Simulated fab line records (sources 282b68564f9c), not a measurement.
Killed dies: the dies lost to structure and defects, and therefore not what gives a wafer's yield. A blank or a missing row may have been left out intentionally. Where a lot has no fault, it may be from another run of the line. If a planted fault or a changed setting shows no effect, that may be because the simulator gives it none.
What tool caused it? / flow rit cmos / Sampling: 7 lots, 21 wafers, 2 of 202 route steps

WHAT EACH GAUGE READ, for each wafer
RIT_NSD_TW_MEAS_10.
lot=L642; measured=day 3 14:19; on=film metro-01; NSD_TW=3160 3130 3137
lot=L648; measured=day 4 22:54; on=film metro-02; NSD_TW=2808 2805 2809 2807 2811 2815
lot=L653; measured=day 5 18:50; on=film metro-04; NSD_TW=3113 3091 3102
lot=L656; measured=day 6 10:36; on=film metro-01; NSD_TW=3130 3127 3114
lot=L660; measured=day 7 03:04; on=film metro-02; NSD_TW=3076 3054 3045
lot=L661; measured=day 8 02:08; on=film metro-02; NSD_TW=3065 3054 3031
lot=L664; measured=day 8 09:43; on=film metro-04; NSD_TW=3104 3118 3102

WHAT TOOL EACH LOT RAN ON (gives the tool, then ch and the chambers of the sampled wafers, and finally the start)
lot=L642; RIT_NSD_IMPLANT_08=implanter-02 ch 0, day 3 13:59
lot=L648; RIT_NSD_IMPLANT_08=implanter-04 ch 0, day 4 22:35
lot=L653; RIT_NSD_IMPLANT_08=implanter-02 ch 0, day 5 18:31
lot=L656; RIT_NSD_IMPLANT_08=implanter-02 ch 0, day 6 10:16
lot=L660; RIT_NSD_IMPLANT_08=implanter-03 ch 0, day 7 02:44
lot=L661; RIT_NSD_IMPLANT_08=implanter-03 ch 0, day 8 01:49
lot=L664; RIT_NSD_IMPLANT_08=implanter-03 ch 0, day 8 09:24
- RIT_NSD_IMPLANT_08

THE ANSWER, worked out from the rows above alone
Rule: the usual values come from the lots themselves. The widest of any qualifying gaps counts: lots, ordered by their means at a reading, are off when they make up no more than a third of the lots, leave a main group of 4 or more, and stand apart from it by 3 or more times the standard deviation of that group's means. A main group is skipped when, at the precision printed for the reading in the tables above, its means are all equal. Also off: a lot with no number at a reading for which 4 or more lots have one. All remaining lots with rows at the step are treated as sound.
Off: L648, at RIT_NSD_TW_MEAS_10 (NSD_TW). The main group: mean 3097, standard deviation 33.
A tool fits if, at a process step before that reading, it ran every lot that is off, and no sound lot after the first of them. Those tools and the gauges at RIT_NSD_TW_MEAS_10 are tried in the same way. One fits: RIT_NSD_IMPLANT_08 on implanter-04. It ran no sound lot before its first lot that is off in this sample, so the start can't be narrowed down.

WHAT HAD BEEN PUT IN BY THE SIMULATOR
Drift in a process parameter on implanter-04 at RIT_NSD_IMPLANT_08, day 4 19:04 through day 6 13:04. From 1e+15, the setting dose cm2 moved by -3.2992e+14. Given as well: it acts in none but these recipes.
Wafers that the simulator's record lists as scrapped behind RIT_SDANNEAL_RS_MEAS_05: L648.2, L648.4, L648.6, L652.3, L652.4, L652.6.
Lots struck among those shown: L648. The rule given above showed the same thing.
